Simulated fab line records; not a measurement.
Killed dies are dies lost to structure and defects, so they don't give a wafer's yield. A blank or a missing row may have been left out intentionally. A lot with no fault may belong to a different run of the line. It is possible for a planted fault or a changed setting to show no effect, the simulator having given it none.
fab line records -- flow ritCmos
record: lots: 6, wafers: 18, lastDay: 7
route steps=202 shown SILICIDE@161 CONTACT@168 M1@202
lots untouched by any fault: they come from a run of this same line in which no faults occurred
startH: hours from the record's first day to the start of the lot's first wafer shown -- waitH: hours from the lot's prior step to this one -- " unchanged from the row above -- L1.1+2: several wafers, shown together as one row -- - no value, or no start given -- * or withheld: withheld -- < > ~ a bound
route shown NAME@n: NAME is a module with steps in the file, n the number in the route of the first one -- usual: average and standard deviation across the fault-free wafers -- same: alike in all rows -- chamber/n: place in a boat -- sites: each site's reading -- _std_site: the standard deviation of these -- _edge_site: outer sites' mean less inner sites' -- radiusMm: how far each site lies from the wafer's centre -- mask NAME#n: copy n -- behind: the tool/chamber that last shaped the wafer -- hold: the reason the lot was held/the length of the hold in hours/how it ended -- device: the n, p or np transistor that did not switch -- end of line: the route-end tests of the same wafers -- for a step that has no rows: nothing shown but its recipe -- killed: not the wafer's yield, but the dies lost to structure and defects at the first sort -- map: dies across one wafer; x = killed, . = not, _ = none there
set.NAME: the setting the step ran with; set.NAME@STEP: the setting that earlier step ran with -- model.NAME: the simulator's own value behind a step, which no gauge read
lots at some steps of the route; a table a step, a row a wafer
services: when a tool's chamber went out of use (startH, in hours from the record's first day, below 0 if earlier), for how many hours, and the reason
== steps ==
step: RIT_SILICIDE_WET_ETCH_00
recipe: chemistry: BOE, target: SiO2, targetDepthNm: 14, timeS: 15, dry: n2Spin, dilution: 10:1, tempC: 21.5
step: RIT_SILICIDE_SPUTTER_01
recipe: material: Ti, targetThkNm: 30, powerW: 350, chamberPressurePa: 0.667, gas: Ar, timeS: 240, substrateTempC: 25
usual: chamberPressurePa: 0.6671/0.0014, substrateTempC: 24.98/0.1, throttleValvePct: 31.1/1.1
lot.wafer,tool,chamber,startH,waitH,chamberPressurePa,substrateTempC,throttleValvePct
L606.1,pvdSputter-02,-,75.61,0.0,0.6677,25.08,31.8
L606.3,pvdSputter-02,-,75.61,0.0,0.6673,25.05,30.7
L606.6,pvdSputter-02,-,75.61,0.0,0.6669,24.85,30.9
L609.1,pvdSputter-02,-,91.99,0.0,0.6647,24.99,30.6
L609.2,pvdSputter-02,-,91.99,0.0,0.6674,25.04,31.8
L609.3,pvdSputter-02,-,91.99,0.0,0.6662,24.96,29.7
L617.2,pvdSputter-02,-,131.38,0.0,0.6660,24.98,31.8
L617.3,pvdSputter-02,-,131.38,0.0,0.6677,24.94,29.5
L617.6,pvdSputter-02,-,131.38,0.0,0.6679,24.94,31.1
L620.1,pvdSputter-03,-,145.99,0.0,0.6676,25.00,28.6
L620.5,pvdSputter-03,-,145.99,0.0,0.6679,24.79,32.1
L620.6,pvdSputter-03,-,145.99,0.0,0.6658,24.95,28.4
L621.3,pvdSputter-04,-,151.97,0.0,0.6689,25.06,31.0
L621.5,pvdSputter-04,-,151.97,0.0,0.6672,24.91,32.8
L621.6,pvdSputter-04,-,151.97,0.0,0.6678,24.89,32.0
L624.3,pvdSputter-04,-,168.34,0.0,0.6662,25.00,32.7
L624.4,pvdSputter-04,-,168.34,0.0,0.6699,24.99,31.0
L624.6,pvdSputter-04,-,168.34,0.0,0.6658,25.00,31.9
step: RIT_SILICIDE_RS_MEAS_02
recipe: thkMeasGauge: four-point-probe, reads: Ti_of_SILICIDE_SPUTTER_01
usual: SILICIDE_TI_RS: 48.1/0.64
lot.wafer,tool,chamber,startH,waitH,SILICIDE_TI_RS[ohm/sq]
L606.1,filmMetro-01,-,75.76,0.1,47.6
L606.3,filmMetro-01,-,75.76,0.1,48.4
L606.6,filmMetro-01,-,75.76,0.1,48.1
L609.1,filmMetro-04,-,92.14,0.1,49.0
L609.2,filmMetro-04,-,92.14,0.1,48.4
L609.3,filmMetro-04,-,92.14,0.1,48.6
L617.2,filmMetro-01,-,131.55,0.1,48.3
L617.3,filmMetro-01,-,131.55,0.1,48.8
L617.6,filmMetro-01,-,131.55,0.1,48.2
L620.1,filmMetro-01,-,146.14,0.1,47.5
L620.5,filmMetro-01,-,146.14,0.1,48.1
L620.6,filmMetro-01,-,146.14,0.1,47.2
L621.3,filmMetro-02,-,152.16,0.1,47.5
L621.5,filmMetro-02,-,152.16,0.1,47.8
L621.6,filmMetro-02,-,152.16,0.1,47.1
L624.3,filmMetro-01,-,168.53,0.1,47.9
L624.4,filmMetro-01,-,168.53,0.1,48.5
L624.6,filmMetro-01,-,168.53,0.1,48.2
step: RIT_SILICIDE_THK_MEAS_03
recipe: thkMeasGauge: xrf, reads: Ti_of_SILICIDE_SPUTTER_01
usual: SILICIDE_TI_THK: 29.7/0.41
lot.wafer,tool,chamber,startH,waitH,SILICIDE_TI_THK[nm]
L606.1,filmMetro-01,-,75.88,0.1,30.1
L606.3,filmMetro-01,-,75.88,0.1,29.6
L606.6,filmMetro-01,-,75.88,0.1,29.8
L609.1,filmMetro-04,-,92.26,0.1,28.9
L609.2,filmMetro-04,-,92.26,0.1,29.4
L609.3,filmMetro-04,-,92.26,0.1,29.2
L617.2,filmMetro-01,-,131.66,0.1,29.8
L617.3,filmMetro-01,-,131.66,0.1,29.4
L617.6,filmMetro-01,-,131.66,0.1,29.7
L620.1,filmMetro-01,-,146.26,0.1,30.0
L620.5,filmMetro-01,-,146.26,0.1,29.7
L620.6,filmMetro-01,-,146.26,0.1,30.2
L621.3,filmMetro-02,-,152.26,0.1,30.1
L621.5,filmMetro-02,-,152.26,0.1,30.1
L621.6,filmMetro-02,-,152.26,0.1,30.2
L624.3,filmMetro-01,-,168.63,0.1,30.0
L624.4,filmMetro-01,-,168.63,0.1,29.7
L624.6,filmMetro-01,-,168.63,0.1,30.0
step: RIT_SILICIDE_RTA_04
recipe: tempC: 650, timeS: 10, idleTempC: 25, rampUpS: 5, rampDownS: 5, coolToC: 25, ambient: N2
usual: wafer_temp_C_max: 653.3/1.4
lot.wafer,tool,chamber,startH,waitH,wafer_temp_C_max
L606.1,rtpAnneal-02,0,75.94,0.1,655.1
L606.3,rtpAnneal-02,0,75.94,0.1,654.2
L606.6,rtpAnneal-02,0,75.94,0.1,653.3
L609.1,rtpAnneal-01,0,92.32,0.1,651.5
L609.2,rtpAnneal-01,0,92.32,0.1,652.2
L609.3,rtpAnneal-01,0,92.32,0.1,651.1
L617.2,rtpAnneal-01,0,131.72,0.1,651.5
L617.3,rtpAnneal-01,0,131.72,0.1,651.7
L617.6,rtpAnneal-01,0,131.72,0.1,651.8
L620.1,rtpAnneal-01,0,146.32,0.1,652.3
L620.5,rtpAnneal-01,0,146.32,0.1,651.9
L620.6,rtpAnneal-01,0,146.32,0.1,652.5
L621.3,rtpAnneal-02,0,152.32,0.1,657.1
L621.5,rtpAnneal-02,0,152.32,0.1,656.3
L621.6,rtpAnneal-02,0,152.32,0.1,654.5
L624.3,rtpAnneal-01,0,168.70,0.1,652.1
L624.4,rtpAnneal-01,0,168.70,0.1,651.4
L624.6,rtpAnneal-01,0,168.70,0.1,651.4
step: RIT_SILICIDE_WET_ETCH_05
recipe: chemistry: SPM, target: Ti, tempC: 90, timeS: 120, dry: n2Spin
step: RIT_SILICIDE_RTA_06
recipe: tempC: 750, timeS: 10, idleTempC: 25, rampUpS: 5, rampDownS: 10, coolToC: 25, ambient: N2
usual: wafer_temp_C_max: 753.8/1.5
lot.wafer,tool,chamber,startH,waitH,wafer_temp_C_max
L606.1,rtpAnneal-01,0,76.05,0.0,753.0
L606.3,rtpAnneal-01,0,76.05,0.0,752.9
L606.6,rtpAnneal-01,0,76.05,0.0,751.9
L609.1,rtpAnneal-02,0,92.43,0.0,752.7
L609.2,rtpAnneal-02,0,92.43,0.0,754.6
L609.3,rtpAnneal-02,0,92.43,0.0,755.1
L617.2,rtpAnneal-02,0,131.84,0.0,755.0
L617.3,rtpAnneal-02,0,131.84,0.0,756.1
L617.6,rtpAnneal-02,0,131.84,0.0,755.2
L620.1,rtpAnneal-02,0,146.43,0.0,756.0
L620.5,rtpAnneal-02,0,146.43,0.0,755.2
L620.6,rtpAnneal-02,0,146.43,0.0,757.1
L621.3,rtpAnneal-01,0,152.43,0.0,752.6
L621.5,rtpAnneal-01,0,152.43,0.0,752.0
L621.6,rtpAnneal-01,0,152.43,0.0,752.4
L624.3,rtpAnneal-02,0,168.80,0.0,754.0
L624.4,rtpAnneal-02,0,168.80,0.0,756.1
L624.6,rtpAnneal-02,0,168.80,0.0,753.9
step: RIT_CONTACT_CVD_00
recipe: material: SiO2, targetThkNm: 400, precursor: TEOS, tempC: 390, timeS: 61, rfW: 400
usual: heaterPowerW: 288/57
lot.wafer,tool,chamber,startH,waitH,heaterPowerW
L606.1,pecvd-04,1,76.11,0.1,374
L606.3,pecvd-04,0,76.11,0.1,195
L606.6,pecvd-04,0,76.11,0.1,205
L609.1,pecvd-01,1,92.50,0.1,352
L609.2,pecvd-01,0,92.50,0.1,195
L609.3,pecvd-01,2,92.50,0.1,370
L617.2,pecvd-02,1,131.89,0.0,302
L617.3,pecvd-02,2,131.89,0.0,252
L617.6,pecvd-02,2,131.89,0.0,190
L620.1,pecvd-04,0,146.50,0.1,235
L620.5,pecvd-04,2,146.50,0.1,294
L620.6,pecvd-04,1,146.50,0.1,381
L621.3,pecvd-01,1,152.48,0.0,368
L621.5,pecvd-01,1,152.48,0.0,268
L621.6,pecvd-01,2,152.48,0.0,343
L624.3,pecvd-01,2,168.85,0.0,303
L624.4,pecvd-01,2,168.85,0.0,317
L624.6,pecvd-01,0,168.85,0.0,224
step: RIT_CONTACT_THK_MEAS_01
recipe: reads: SiO2_of_CONTACT_CVD_00
usual: CONTACT_TEOS_THK: 400/4.6
lot.wafer,tool,chamber,startH,waitH,CONTACT_TEOS_THK[nm]
L606.1,filmMetro-03,-,76.16,0.0,397
L606.3,filmMetro-03,-,76.16,0.0,394
L606.6,filmMetro-03,-,76.16,0.0,405
L609.1,filmMetro-03,-,92.55,0.0,393
L609.2,filmMetro-03,-,92.55,0.0,396
L609.3,filmMetro-03,-,92.55,0.0,396
L617.2,filmMetro-02,-,131.95,0.0,397
L617.3,filmMetro-02,-,131.95,0.0,398
L617.6,filmMetro-02,-,131.95,0.0,414
L620.1,filmMetro-03,-,146.55,0.0,395
L620.5,filmMetro-03,-,146.55,0.0,401
L620.6,filmMetro-03,-,146.55,0.0,399
L621.3,filmMetro-03,-,152.55,0.0,401
L621.5,filmMetro-03,-,152.55,0.0,403
L621.6,filmMetro-03,-,152.55,0.0,397
L624.3,filmMetro-03,-,168.92,0.0,396
L624.4,filmMetro-03,-,168.92,0.0,398
L624.6,filmMetro-03,-,168.92,0.0,406
step: RIT_CONTACT_HMDS_02
recipe: primeTimeS: 60, primeTempC: 140
step: RIT_CONTACT_COAT_03
recipe: resist: NOVOLAK, spinRpm: 3250, resistThkNm: 1000
step: RIT_CONTACT_SOFTBAKE_04
recipe: resist: NOVOLAK, tempC: 90, timeS: 60
step: RIT_CONTACT_EXPOSE_05
recipe: maskId: M11, na: 0.6, sourceShape: conventional, sigmaOuter: 0.5, targetCdNm: 1000, doseMj: 250
usual: exposureDoseMJCm2: 249.98/0.28
lot.wafer,tool,chamber,startH,waitH,mask,exposureDoseMJCm2
L606.1,ilineStepper-02,0,76.80,0.2,M11#0,250.03
L606.3,ilineStepper-02,0,76.80,0.2,M11#0,249.99
L606.6,ilineStepper-02,0,76.80,0.2,M11#0,249.82
L609.1,ilineStepper-02,0,93.06,0.1,M11#0,250.40
L609.2,ilineStepper-02,0,93.06,0.1,M11#0,250.00
L609.3,ilineStepper-02,0,93.06,0.1,M11#0,249.78
L617.2,ilineStepper-01,0,132.47,0.1,M11#0,249.65
L617.3,ilineStepper-01,0,132.47,0.1,M11#0,249.78
L617.6,ilineStepper-01,0,132.47,0.1,M11#0,249.77
L620.1,ilineStepper-02,0,147.06,0.1,M11#0,238.65
L620.5,ilineStepper-02,0,147.06,0.1,M11#0,238.63
L620.6,ilineStepper-02,0,147.06,0.1,M11#0,238.24
L621.3,ilineStepper-02,0,153.08,0.1,M11#0,241.20
L621.5,ilineStepper-02,0,153.08,0.1,M11#0,241.12
L621.6,ilineStepper-02,0,153.08,0.1,M11#0,241.55
L624.3,ilineStepper-01,0,169.57,0.2,M11#0,250.85
L624.4,ilineStepper-01,0,169.57,0.2,M11#0,250.82
L624.6,ilineStepper-01,0,169.57,0.2,M11#0,250.53
step: RIT_CONTACT_PEB_06
recipe: resist: NOVOLAK, tempC: withheld, timeS: withheld
step: RIT_CONTACT_DEVELOP_07
recipe: resist: NOVOLAK, developTimeS: 120, devTempC: 23
step: RIT_CONTACT_CD_MEAS_08
recipe: targetCdNm: 1000
usual: cdNm: 1000.4/2.3
lot.wafer,tool,chamber,startH,waitH,cdNm
L606.1,cdSem-01,-,77.33,-,997.3
L606.3,cdSem-01,-,77.33,-,998.6
L606.6,cdSem-01,-,77.33,-,995.5
L609.1,cdSem-02,-,93.57,-,997.4
L609.2,cdSem-02,-,93.57,-,1000.9
L609.3,cdSem-02,-,93.57,-,999.7
L617.2,cdSem-01,-,132.99,-,1000.2
L617.3,cdSem-01,-,132.99,-,1000.4
L617.6,cdSem-01,-,132.99,-,998.9
L620.1,cdSem-02,-,147.57,-,990.2
L620.5,cdSem-02,-,147.57,-,989.9
L620.6,cdSem-02,-,147.57,-,989.9
L621.3,cdSem-02,-,153.59,-,994.7
L621.5,cdSem-02,-,153.59,-,991.8
L621.6,cdSem-02,-,153.59,-,992.8
L624.3,cdSem-02,-,170.09,-,1001.0
L624.4,cdSem-02,-,170.09,-,1002.3
L624.6,cdSem-02,-,170.09,-,1003.9
step: RIT_CONTACT_OVL_MEAS_09
usual: CONTACT_OVL: 0.2/1.2
lot.wafer,tool,chamber,startH,waitH,CONTACT_OVL[nm]
L606.1,overlay-02,-,77.45,0.1,0.4
L606.3,overlay-02,-,77.45,0.1,-0.2
L606.6,overlay-02,-,77.45,0.1,0.2
L609.1,overlay-02,-,93.69,0.1,0.1
L609.2,overlay-02,-,93.69,0.1,1.5
L609.3,overlay-02,-,93.69,0.1,1.0
L617.2,overlay-02,-,133.09,0.1,0.5
L617.3,overlay-02,-,133.09,0.1,1.4
L617.6,overlay-02,-,133.09,0.1,0.1
L620.1,overlay-01,-,147.69,0.1,1.2
L620.5,overlay-01,-,147.69,0.1,0.4
L620.6,overlay-01,-,147.69,0.1,-1.3
L621.3,overlay-01,-,153.69,0.1,-1.2
L621.5,overlay-01,-,153.69,0.1,-0.4
L621.6,overlay-01,-,153.69,0.1,-0.4
L624.3,overlay-02,-,170.18,0.1,0.5
L624.4,overlay-02,-,170.18,0.1,0.2
L624.6,overlay-02,-,170.18,0.1,1.1
step: RIT_CONTACT_HARDBAKE_10
recipe: resist: NOVOLAK, tempC: 140, timeS: 60
step: RIT_CONTACT_ETCH_11
recipe: targetDepthA: 4800, overEtchFrac: 0.2, stopOn: TiSi2, chemistry: CHF3/CF4/Ar, target: SiO2, CHF3_flow_sccm: 50, cf4FlowSccm: 10, Ar_flow_sccm: 100, O2_flow_sccm: 5, pressureMtorr: 100, rfW: 200, timeS: 320
usual: O2_flow_sccm: 5.002/0.015, chamberPressureMTorr: 100.01/0.085, drypumpMotorCurrentA: 5.9/0.53, oesProductAu: 0.990/0.016, throttleValvePct: 8.81/0.15
lot.wafer,tool,chamber,startH,waitH,O2_flow_sccm,chamberPressureMTorr,drypumpMotorCurrentA,oesProductAu,rfHoursCounterH,throttleValvePct,model.CONTACT.cdNm
L606.1,rieDiel-01,3,77.63,0.1,4.977,99.96,6.4,1.016,130,8.94,997.4
L606.3,rieDiel-01,0,77.63,0.1,4.972,100.01,5.8,0.958,45,8.91,998.3
L606.6,rieDiel-01,1,77.63,0.1,5.006,100.11,5.4,0.984,-,8.61,995.2
L609.1,rieDiel-03,2,93.88,0.1,5.043,99.92,5.8,0.994,0,8.83,997.4
L609.2,rieDiel-03,1,93.88,0.1,5.024,100.18,6.1,0.975,4,8.65,1001
L609.3,rieDiel-03,0,93.88,0.1,5.000,99.99,6.7,1.010,28,8.73,999.9
L617.2,rieDiel-01,1,133.27,0.1,5.000,99.94,5.4,0.990,12,8.61,1000
L617.3,rieDiel-01,0,133.27,0.1,4.993,100.04,5.7,0.967,46,8.91,1001
L617.6,rieDiel-01,3,133.27,0.1,4.998,100.06,6.4,1.014,-,8.94,998.2
L620.1,rieDiel-01,0,147.88,0.1,4.961,99.91,5.7,0.971,47,8.90,990.1
L620.5,rieDiel-01,3,147.88,0.1,5.003,99.95,6.4,1.011,-,8.92,989.2
L620.6,rieDiel-01,1,147.88,0.1,5.010,99.96,5.4,0.995,-,8.61,989.7
L621.3,rieDiel-01,3,153.86,0.1,4.997,100.04,6.4,1.019,132,8.95,994.5
L621.5,rieDiel-01,0,153.86,0.1,4.989,100.14,5.8,0.972,-,8.91,992.1
L621.6,rieDiel-01,1,153.86,0.1,5.012,99.89,5.4,0.987,-,8.61,992.3
L624.3,rieDiel-01,3,170.36,0.1,4.993,99.98,6.4,1.011,132,8.94,1001
L624.4,rieDiel-01,1,170.36,0.1,4.999,99.92,5.3,0.986,13,8.61,1002
L624.6,rieDiel-01,0,170.36,0.1,4.996,99.90,5.8,0.973,-,8.91,1004
step: RIT_CONTACT_STRIP_12
recipe: chemistry: O2, timeS: 180, resist: NOVOLAK, platenTempC: withheld, powerW: 500, pressureMtorr: 4000, o2FlowSccm: 4000
usual: chamberPressureMTorr: 4001/3.9, drypumpMotorCurrentA: 5.7/0.37
lot.wafer,tool,chamber,startH,waitH,chamberPressureMTorr,drypumpMotorCurrentA,rfHoursCounterH
L606.1,plasmaAsher-02,0,77.83,0.1,3991,6.2,29
L606.3,plasmaAsher-02,0,77.83,0.1,4002,6.2,-
L606.6,plasmaAsher-02,0,77.83,0.1,4002,6.2,-
L609.1,plasmaAsher-01,1,94.07,0.1,4007,6.0,45
L609.2,plasmaAsher-01,0,94.07,0.1,3998,5.2,45
L609.3,plasmaAsher-01,1,94.07,0.1,3994,6.0,-
L617.2,plasmaAsher-02,0,133.47,0.1,4006,6.2,35
L617.3,plasmaAsher-02,1,133.47,0.1,4005,5.7,-
L617.6,plasmaAsher-02,1,133.47,0.1,4010,5.7,-
L620.1,plasmaAsher-01,1,148.07,0.1,4003,6.1,2
L620.5,plasmaAsher-01,0,148.07,0.1,3992,5.2,-
L620.6,plasmaAsher-01,1,148.07,0.1,4004,6.1,-
L621.3,plasmaAsher-02,1,154.11,0.2,3999,5.7,-
L621.5,plasmaAsher-02,0,154.11,0.2,4001,6.2,-
L621.6,plasmaAsher-02,1,154.11,0.2,3998,5.7,-
L624.3,plasmaAsher-02,1,170.61,0.2,4006,5.7,-
L624.4,plasmaAsher-02,0,170.61,0.2,3998,6.2,-
L624.6,plasmaAsher-02,0,170.61,0.2,4006,6.2,-
step: RIT_M1_PROBE_99
usual: killedAtContacts: 0.0/0.22, killedAtFrontEnd: 6.5/2.8, killedDies: 6.5/2.8, killedOpen: 3.2/1.8, killedShort: 3.3/2
same: grossDies: 264, killed_at_M0_to_M3: 0, killed_at_M4_up: 0, killedAtBackSide: 0, killedAtOther: 0
lot.wafer,tool,chamber,startH,waitH,killedAtContacts,killedAtFrontEnd,killedDies,killedOpen,killedShort,model.etest.contactToGate.bvRightV,model.etest.contactToGate.bvLeftV
L606.1,prober-02,-,83.06,0.1,0,6,6,3,3,91.73,91.29
L606.3,prober-02,-,83.16,0.2,0,7,7,0,7,91.6,91.58
L606.6,prober-02,-,83.31,0.2,0,4,4,3,1,93.46,93.25
L609.1,prober-02,-,98.90,0.1,0,15,15,6,9,91.89,91.87
L609.2,prober-02,-,98.95,0.1,0,16,16,6,10,86.71,91.56
L609.3,prober-02,-,99.00,0.2,0,7,7,6,1,91.12,90.93
L617.2,prober-01,-,138.18,0.1,0,6,6,3,3,90.21,92.69
L617.3,prober-01,-,138.23,0.2,0,3,3,1,2,91.76,92.19
L617.6,prober-01,-,138.38,0.2,0,7,7,6,1,88.41,92.41
L620.1,prober-01,-,153.09,0.1,0,9,9,6,3,92.47,92.27
L620.5,prober-01,-,153.29,0.2,0,9,9,1,8,92.29,93.35
L620.6,prober-01,-,153.34,0.2,1,6,7,6,1,91.73,92.27
L621.3,prober-02,-,158.83,0.2,0,6,6,3,3,90.74,93.03
L621.5,prober-02,-,158.93,0.2,0,8,8,4,4,92.61,93.16
L621.6,prober-02,-,158.98,0.2,0,8,8,4,4,94.63,92.42
L624.3,prober-01,-,175.48,0.2,0,9,9,5,4,90.1,88.1
L624.4,prober-01,-,175.53,0.2,0,14,14,8,6,89.88,91.12
L624.6,prober-01,-,175.63,0.2,0,4,4,4,0,89.94,89.34
killed by level:class
L606.1 GATE:geometricParticle:open=1 GATE:geometricParticle:short=1 REOX:geometricParticle:open=1 SPACER:geometricParticle:open=1 SPACER:geometricParticle:short=1 SILICIDE:geometricParticle:short=1
L606.3 GATE:geometricParticle:short=4 FOX1:geometricParticle:short=1 FOX2:geometricParticle:short=1 REOX:geometricParticle:short=1
L606.6 GATE:geometricParticle:open=2 FOX2:geometricParticle:open=1 SILICIDE:geometricParticle:short=1
L609.1 GATE:geometricParticle:short=5 FOX1:geometricParticle:short=3 GATE:geometricParticle:open=3 FOX1:geometricParticle:open=2 FOX2:geometricParticle:open=1 SILICIDE:geometricParticle:short=1
L609.2 GATE:geometricParticle:short=4 GATE:geometricParticle:open=3 SILICIDE:geometricParticle:short=3 FOX1:geometricParticle:open=1 FOX1:geometricParticle:short=1 FOX2:geometricParticle:open=1 FOX2:geometricParticle:short=1 SPACER:geometricParticle:open=1
L609.3 SILICIDE:geometricParticle:open=2 FOX1:geometricParticle:short=1 FOX1:geometricParticle:open=1 GATE:geometricParticle:open=1 REOX:geometricParticle:open=1 SPACER:geometricParticle:open=1
L617.2 GATE:geometricParticle:short=2 FOX1:geometricParticle:short=1 FOX1:geometricParticle:open=1 SILICIDE:geometricParticle:open=1 GATE:geometricParticle:open=1
L617.3 REOX:geometricParticle:open=1 REOX:geometricParticle:short=1 SPACER:geometricParticle:short=1
L617.6 REOX:geometricParticle:open=2 FOX1:geometricParticle:open=1 GATE:geometricParticle:open=1 GATE:geometricParticle:short=1 SPACER:geometricParticle:open=1 SILICIDE:geometricParticle:open=1
L620.1 FOX1:geometricParticle:open=2 FOX2:geometricParticle:open=2 GATE:geometricParticle:open=1 GATE:geometricParticle:short=1 REOX:geometricParticle:short=1 SPACER:geometricParticle:short=1 SILICIDE:geometricParticle:open=1
L620.5 FOX1:geometricParticle:short=4 GATE:geometricParticle:short=2 FOX2:geometricParticle:short=1 REOX:geometricParticle:open=1 SPACER:geometricParticle:short=1
L620.6 GATE:geometricParticle:open=3 FOX1:geometricParticle:open=1 FOX2:geometricParticle:short=1 REOX:geometricParticle:open=1 CONTACT:geometricParticle:open=1
L621.3 GATE:geometricParticle:open=2 FOX1:geometricParticle:short=1 FOX1:geometricParticle:open=1 GATE:geometricParticle:short=1 SILICIDE:geometricParticle:short=1
L621.5 GATE:geometricParticle:short=3 GATE:geometricParticle:open=3 FOX1:geometricParticle:short=1 REOX:geometricParticle:open=1
L621.6 GATE:geometricParticle:short=2 GATE:geometricParticle:open=2 FOX1:geometricParticle:short=1 REOX:geometricParticle:open=1 SPACER:geometricParticle:short=1 SILICIDE:geometricParticle:open=1
L624.3 REOX:geometricParticle:short=3 GATE:geometricParticle:open=2 REOX:geometricParticle:open=1 SPACER:geometricParticle:open=1 SILICIDE:geometricParticle:open=1 SILICIDE:geometricParticle:short=1
L624.4 REOX:geometricParticle:open=3 GATE:geometricParticle:short=2 GATE:geometricParticle:open=2 REOX:geometricParticle:short=2 SPACER:geometricParticle:open=2 ACTIVE:geometricParticle:open=1 FOX1:geometricParticle:short=1 SPACER:geometricParticle:short=1
L624.6 FOX1:geometricParticle:open=2 SPACER:geometricParticle:open=1 SILICIDE:geometricParticle:open=1
== services ==
tool,chamber,startH,hours,kind
rieDiel-03,2,61.42,4.9,repair
rtpAnneal-01,-,63.63,1.9,pm
rieDiel-03,2,66.33,-,clean
rieDiel-03,2,66.33,14.6,scheduledDown
rieDiel-03,2,66.33,14.6,ventCycle
rieDiel-01,-,71.71,2.8,pm
plasmaAsher-01,-,75.98,2.8,pm
rieDiel-03,3,84.93,2.0,repair
ilineStepper-01,-,88.92,28.9,pm
pvdSputter-02,-,97.25,4.3,repair
pecvd-01,-,108.06,1.6,repair
plasmaAsher-01,-,108.75,9.0,pm
plasmaAsher-01,0,108.75,9.0,ventCycle
plasmaAsher-01,1,108.75,9.0,ventCycle
plasmaAsher-01,0,117.75,-,clean
plasmaAsher-01,1,117.75,-,clean
rieDiel-03,2,118.76,4.0,repair
plasmaAsher-02,-,119.58,1.3,repair
plasmaAsher-01,-,123.57,7.8,repair
pecvd-01,-,138.74,2.8,pm
rtpAnneal-01,-,142.08,4.0,pm
rieDiel-01,2,144.27,6.5,repair
pecvd-04,1,159.77,13.0,repair
pvdSputter-02,-,162.20,8.2,repair
== key ==
firstSign: step: RIT_CONTACT_EXPOSE_05, reading: exposureDoseMJCm2, direction: down, sigmas: 36, usual: 249.98, struck: 239.90
effect: step: RIT_CONTACT_CD_MEAS_08, reading: cdNm, direction: down, sigmas: 3.8, usual: 1000.4, struck: 991.6, through: controlLoop
modelEffect: step: RIT_CONTACT_ETCH_11, value: CONTACT.cdNm, without: 1003, struck: 991.3
modelEffect: step: RIT_M1_PROBE_99, value: etest.contactToGate.bvRightV, without: 89.51, struck: 92.41
metAt RIT_CONTACT_EXPOSE_05
struckWafers L620.1,L620.5,L620.6,L621.3,L621.5,L621.6
testerLeftOut L620,L621
loopTrim: step: RIT_CONTACT_EXPOSE_05, setting: dose, lots: L621
onsetBetween 93.06 147.06
fault: kind: processParameterDrift, tool: ilineStepper-02, chamber: -, onsetH: 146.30, steps: RIT_CONTACT_EXPOSE_05, channel: doseMj, offset: -11.196, shape: step, actsIn: theseRecipesOnly, stated: 250
testerLeftOut: of these lots the tester's yield and bins aren't shown, on N5 and GAA mostly nor the transistor test; their killed dies are dies lost to structure and defects alone, not to doping, threshold or leakage, so they don't give the yield
loopTrim: a control loop set the setting to another value than it would have without faults
